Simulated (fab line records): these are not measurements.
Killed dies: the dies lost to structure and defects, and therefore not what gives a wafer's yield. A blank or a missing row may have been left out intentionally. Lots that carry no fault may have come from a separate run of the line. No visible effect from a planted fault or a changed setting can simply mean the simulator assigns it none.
Which of the tools did it? -- flow rit_cmos -- Sampling: 14 lots, 42 wafers, 2 of 202 route steps

WHAT THE GAUGES READ, wafer by wafer
RIT_SPACER_THK_MEAS_04.
lot,measured,on,SPACER_NITRIDE_THK (nm)
L793,day 3 00:11,film_metro-02,249.5 249.5 247.2
L794,day 3 04:28,film_metro-02,250.3 249.5 248.1
L795,day 3 18:00,film_metro-02,253.4 251.4 251.9
L796,day 3 18:25,film_metro-03,250.3 252.0 249.6
L797,day 3 21:33,film_metro-03,250.1 251.2 250.5
L798,day 4 04:34,film_metro-02,251.5 252.0 248.7
L799,day 4 12:29,film_metro-02,251.3 251.4 250.7
L800,day 4 15:30,film_metro-03,250.9 252.5 254.3
L801,day 4 16:13,film_metro-03,249.4 247.5 251.8
L806,day 5 21:43,film_metro-03,240.4 240.8 241.7
L808,day 6 06:05,film_metro-02,235.4 236.6 237.4
L809,day 6 11:00,film_metro-02,253.7 253.3 252.9
L812,day 7 02:44,film_metro-02,253.8 251.5 255.5
L814,day 7 10:41,film_metro-02,252.7 250.9 252.2

WHICH TOOL RAN EACH LOT (tool, then ch and the chambers of the sampled wafers, then the start)
lot,RIT_SPACER_CVD_03
L793,"lpcvd-02 ch 0, day 2 22:15"
L794,"lpcvd-02 ch 1, day 3 02:33"
L795,"lpcvd-01 ch 1, day 3 16:04"
L796,"lpcvd-02 ch 1, day 3 16:28"
L797,"lpcvd-02 ch 0, day 3 19:38"
L798,"lpcvd-01 ch 1, day 4 02:38"
L799,"lpcvd-02 ch 1, day 4 10:34"
L800,"lpcvd-01 ch 1, day 4 13:34"
L801,"lpcvd-02 ch 1, day 4 14:17"
L806,"lpcvd-01 ch 1, day 5 19:48"
L808,"lpcvd-01 ch 1, day 6 04:08"
L809,"lpcvd-02 ch 0, day 6 09:05"
L812,"lpcvd-02 ch 1, day 7 00:49"
L814,"lpcvd-02 ch 0, day 7 08:46"
- RIT_SPACER_CVD_03: deposits Si3N4 from SiH2Cl2/NH3, target thk 250 nm, time 3300 s.

WHAT THE TOOLS THEMSELVES READ (means of the sampled wafers that have a number; where no wafer has one, the mark that the record gives instead)
RIT_SPACER_CVD_03.
lot,tool,sih2cl2_flow_sccm (sccm)
L793,lpcvd-02,59.85
L794,lpcvd-02,59.92
L795,lpcvd-01,59.95
L796,lpcvd-02,59.94
L797,lpcvd-02,59.88
L798,lpcvd-01,59.92
L799,lpcvd-02,60.12
L800,lpcvd-01,60.00
L801,lpcvd-02,60.03
L806,lpcvd-01,47.81
L808,lpcvd-01,48.00
L809,lpcvd-02,60.06
L812,lpcvd-02,60.03
L814,lpcvd-02,59.98

THE ANSWER, worked out from the rows above alone
Rule: what is usual is taken from the lots themselves. The widest of any qualifying gaps counts: lots, ordered by their means at a reading, are off when they make up no more than a third of the lots, leave a main group of 4 or more, and stand apart from it by 3 or more times the standard deviation of that group's means. A main group whose means are all the same, to the digits that the tables above print for the reading, isn't used. Also off: a lot with no number at a reading for which 4 or more lots have one. Any other lot the step has rows for is counted as sound. First the gauges in route order, then the tools' own readings, where a lot's mean is used as printed above. At the first step where some lot is off, the reading lying furthest off is the one used; lots without a number count as furthest.
Off: L806, L808, at RIT_SPACER_THK_MEAS_04 (SPACER_NITRIDE_THK). Main group: mean 251.2 nm, sd 1.5.
A tool fits if, at a process step before that reading, it ran every lot that is off, and no sound lot after the first of them. Not tried: the gauges at RIT_SPACER_THK_MEAS_04; whatever is off there is also off at RIT_SPACER_CVD_03, on other tools, and gauge error can't account for it. One candidate fits, namely lpcvd-01 at RIT_SPACER_CVD_03. Its last sound lot is L800 (day 4 13:34), its first lot that is off L806 (day 5 19:48): a fault that began between those two fits.
The tool's own readings at RIT_SPACER_CVD_03 bear it out: on the lots that are off they differ by more than 5 times the standard deviation of the sound lots' means. sih2cl2_flow_sccm reads 47.91 sccm there against 59.97 sccm on the sound lots.

WHAT THE SIMULATOR PUT IN
lpcvd-01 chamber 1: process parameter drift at RIT_SPACER_CVD_03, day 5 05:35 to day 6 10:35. Setting sih2cl2_flow_sccm shifted by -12 from 60. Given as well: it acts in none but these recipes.
Shown lots that were struck: L806, L808. The same result came from the rule above.
